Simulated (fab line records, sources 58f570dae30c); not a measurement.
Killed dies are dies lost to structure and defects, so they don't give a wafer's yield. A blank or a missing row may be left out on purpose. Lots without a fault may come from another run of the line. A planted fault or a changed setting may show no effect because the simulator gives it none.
fab line records | flow berkeley_cmos170
record lots=5 wafers=15 last_day=10
route steps=331 shown PSD@175
lots that met no fault: from a run of the same line without faults
start_h: hours from the record's first day to the start of the lot's first wafer shown | wait_h: hours since the lot's step before | " the same as in the row above | L1.1+2: a row that stands for several wafers | - no value, or no start given | * or withheld: withheld | < > ~ a bound
route shown NAME@n: a module of which the file shows steps, and the number in the route of the first | usual: mean/standard deviation of fault-free wafers | same: alike in all rows | chamber/n: place in a boat | sites: the reading at each site | _std_site: their standard deviation | _edge_site: outer sites' mean less inner sites' | radius_mm: how far each site lies from the wafer's centre | mask NAME#n: copy n | behind: the tool/chamber that last shaped the wafer | hold: why the lot was held/for how many hours/how that ended | device: the transistor (n, p or np) that didn't switch | end of line: the same wafers' tests at the end of the route | a step without rows: its recipe alone | killed: dies lost to structure and defects at the first sort, not the wafer's yield | map: a wafer's dies, x killed, . not, _ none there
set.NAME: the setting as run; set.NAME@STEP: as run at that earlier step | model.NAME: the simulator's own value behind a step, which no gauge read
lots at some steps of the route; a table a step, a row a wafer
services: from which hour (start_h, from the record's first day; less than 0 if before it) a tool's chamber was out of use, for how many hours, and why
## steps
# step UCB170_PSD_HMDS_00
# recipe prime_time_s=60 prime_temp_c=100
# usual resist_line_temp_C=23.01/0.1
# columns lot.wafer tool chamber start_h wait_h resist_line_temp_C
L078.2 litho_track-03 0 146.73 0.2 23.02
L078.4 " 0 " " 22.88
L078.5 " 0 " " 23.00
L081.1 litho_track-03 0 172.51 0.4 23.17
L081.2 " 0 " " 23.17
L081.5 " 0 " " 23.04
L082.1 litho_track-04 0 180.15 0.3 22.97
L082.3 " 0 " " 22.98
L082.5 " 0 " " 23.00
L080.1 litho_track-03 0 180.24 0.4 22.92
L080.3 " 0 " " 22.89
L080.5 " 0 " " 23.03
L087.1 litho_track-02 0 200.91 0.2 23.04
L087.4 " 0 " " 22.97
L087.5 " 0 " " 22.92
# step UCB170_PSD_COAT_01
# recipe resist=KrF spin_rpm=1500 resist_thk_nm=900
# usual resist_line_temp_C=23.01/0.11
# columns lot.wafer tool chamber start_h wait_h resist_line_temp_C
L078.2 litho_track-03 0 146.88 0.1 23.02
L078.4 " 0 " " 23.10
L078.5 " 0 " " 22.84
L081.1 litho_track-03 0 172.66 0.1 23.17
L081.2 " 0 " " 23.07
L081.5 " 0 " " 23.02
L082.1 litho_track-04 0 180.30 0.1 23.13
L082.3 " 0 " " 23.02
L082.5 " 0 " " 23.07
L080.1 litho_track-03 0 180.39 0.1 22.97
L080.3 " 0 " " 23.01
L080.5 " 0 " " 22.99
L087.1 litho_track-02 0 201.06 0.1 23.05
L087.4 " 0 " " 23.27
L087.5 " 0 " " 23.04
# step UCB170_PSD_SOFTBAKE_02
# recipe resist=KrF temp_c=130 time_s=60
# usual heater_power_total_W=56.80/0.044 resist_line_temp_C=22.99/0.11
# columns lot.wafer tool chamber start_h wait_h heater_power_total_W resist_line_temp_C
L078.2 litho_track-03 0 147.03 0.1 56.83 22.81
L078.4 " 0 " " 56.74 22.87
L078.5 " 0 " " 56.76 22.86
L081.1 litho_track-03 0 172.81 0.1 56.86 23.06
L081.2 " 0 " " 56.82 23.06
L081.5 " 0 " " 56.80 22.98
L082.1 litho_track-04 0 180.45 0.1 56.80 23.21
L082.3 " 0 " " 56.81 22.97
L082.5 " 0 " " 56.80 22.88
L080.1 litho_track-03 0 180.54 0.1 56.84 22.91
L080.3 " 0 " " 56.76 23.02
L080.5 " 0 " " 56.77 22.87
L087.1 litho_track-02 0 201.21 0.1 56.85 23.09
L087.4 " 0 " " 56.81 22.98
L087.5 " 0 " " 56.89 22.77
# step UCB170_PSD_EXPOSE_03
# recipe mask_id=PSELECT_MOD na=0.5 sigma_outer=0.6 source_shape=conventional target_cd_nm=1200 dose_mj=30
# columns lot.wafer tool chamber start_h wait_h mask
L078.2+4+5 krf_scanner-01 0 147.18 0.1 PSELECT_MOD#0
L081.1+2+5 krf_scanner-01 0 173.08 0.2 PSELECT_MOD#0
L082.1+3+5 krf_scanner-01 0 180.73 0.2 PSELECT_MOD#0
L080.1+3+5 krf_scanner-01 0 180.85 0.3 PSELECT_MOD#0
L087.1+4+5 krf_scanner-02 0 201.49 0.2 PSELECT_MOD#0
# step UCB170_PSD_PEB_04
# recipe peb_temp_c=130 peb_time_s=withheld resist=KrF
# usual heater_power_total_W=56.79/0.043 resist_line_temp_C=22.99/0.1
# columns lot.wafer tool chamber start_h wait_h heater_power_total_W resist_line_temp_C
L078.2 litho_track-03 0 147.30 0.1 56.81 23.03
L078.4 " 0 " " 56.79 22.87
L078.5 " 0 " " 56.80 22.99
L081.1 litho_track-02 0 173.20 0.1 56.79 22.95
L081.2 " 0 " " 56.75 22.97
L081.5 " 0 " " 56.81 22.81
L082.1 litho_track-04 0 181.05 0.3 56.83 23.08
L082.3 " 0 " " 56.81 23.19
L082.5 " 0 " " 56.82 23.10
L080.1 litho_track-02 0 181.24 0.4 56.76 22.94
L080.3 " 0 " " 56.82 22.94
L080.5 " 0 " " 56.79 22.79
L087.1 litho_track-02 0 201.60 0.1 56.81 22.95
L087.4 " 0 " " 56.82 23.05
L087.5 " 0 " " 56.78 23.04
# step UCB170_PSD_DEVELOP_05
# recipe developer=TMAH develop_time_s=45 resist=KrF dev_temp_c=21
# usual resist_line_temp_C=23.02/0.11
# columns lot.wafer tool chamber start_h wait_h resist_line_temp_C
L078.2 litho_track-03 0 - - 22.95
L078.4 " 0 " " 23.21
L078.5 " 0 " " 23.07
L081.1 litho_track-02 0 - - 23.24
L081.2 " 0 " " 23.20
L081.5 " 0 " " 23.14
L082.1 litho_track-04 0 - - 23.07
L082.3 " 0 " " 23.09
L082.5 " 0 " " 23.01
L080.1 litho_track-02 0 - - 23.04
L080.3 " 0 " " 22.90
L080.5 " 0 " " 23.12
L087.1 litho_track-02 0 - - 22.90
L087.4 " 0 " " 22.86
L087.5 " 0 " " 22.88
# step UCB170_PSD_CD_MEAS_06
# recipe target_cd_nm=1200
# usual cd_nm=1199.9/1.2
# columns lot.wafer tool chamber start_h wait_h cd_nm
L078.2 cd_sem-02 - 147.57 - 1199.3
L078.4 " - " " 1199.2
L078.5 " - " " 1200.4
L081.1 cd_sem-01 - 173.54 - 1201.7
L081.2 " - " " 1199.9
L081.5 " - " " 1202.0
L082.1 cd_sem-01 - 181.48 - 1197.7
L082.3 " - " " 1199.8
L082.5 " - " " 1197.6
L080.1 cd_sem-01 - 181.84 - 1198.8
L080.3 " - " " 1197.9
L080.5 " - " " 1200.4
L087.1 cd_sem-01 - 201.88 - 1201.8
L087.4 " - " " 1200.2
L087.5 " - " " 1199.0
# step UCB170_PSD_OVL_MEAS_07
# usual PSD_OVL=1/5.2
# columns lot.wafer tool chamber start_h wait_h PSD_OVL[nm]
L078.2 overlay-02 - 147.67 0.1 -3
L078.4 " - " " 6
L078.5 " - " " -4
L081.1 overlay-01 - 173.66 0.1 5
L081.2 " - " " -5
L081.5 " - " " 0
L082.1 overlay-01 - 181.60 0.1 -1
L082.3 " - " " 0
L082.5 " - " " -2
L080.1 overlay-01 - 181.96 0.1 0
L080.3 " - " " 8
L080.5 " - " " 5
L087.1 overlay-01 - 202.00 0.1 5
L087.4 " - " " 7
L087.5 " - " " 4
## services
# columns tool chamber start_h hours kind
krf_scanner-02 - 126.22 1.3 pm
krf_scanner-01 - 157.78 1.0 pm
krf_scanner-01 - 176.48 0.8 pm
krf_scanner-01 0 178.12 - calibration
krf_scanner-02 0 181.24 - calibration
## key
fault none
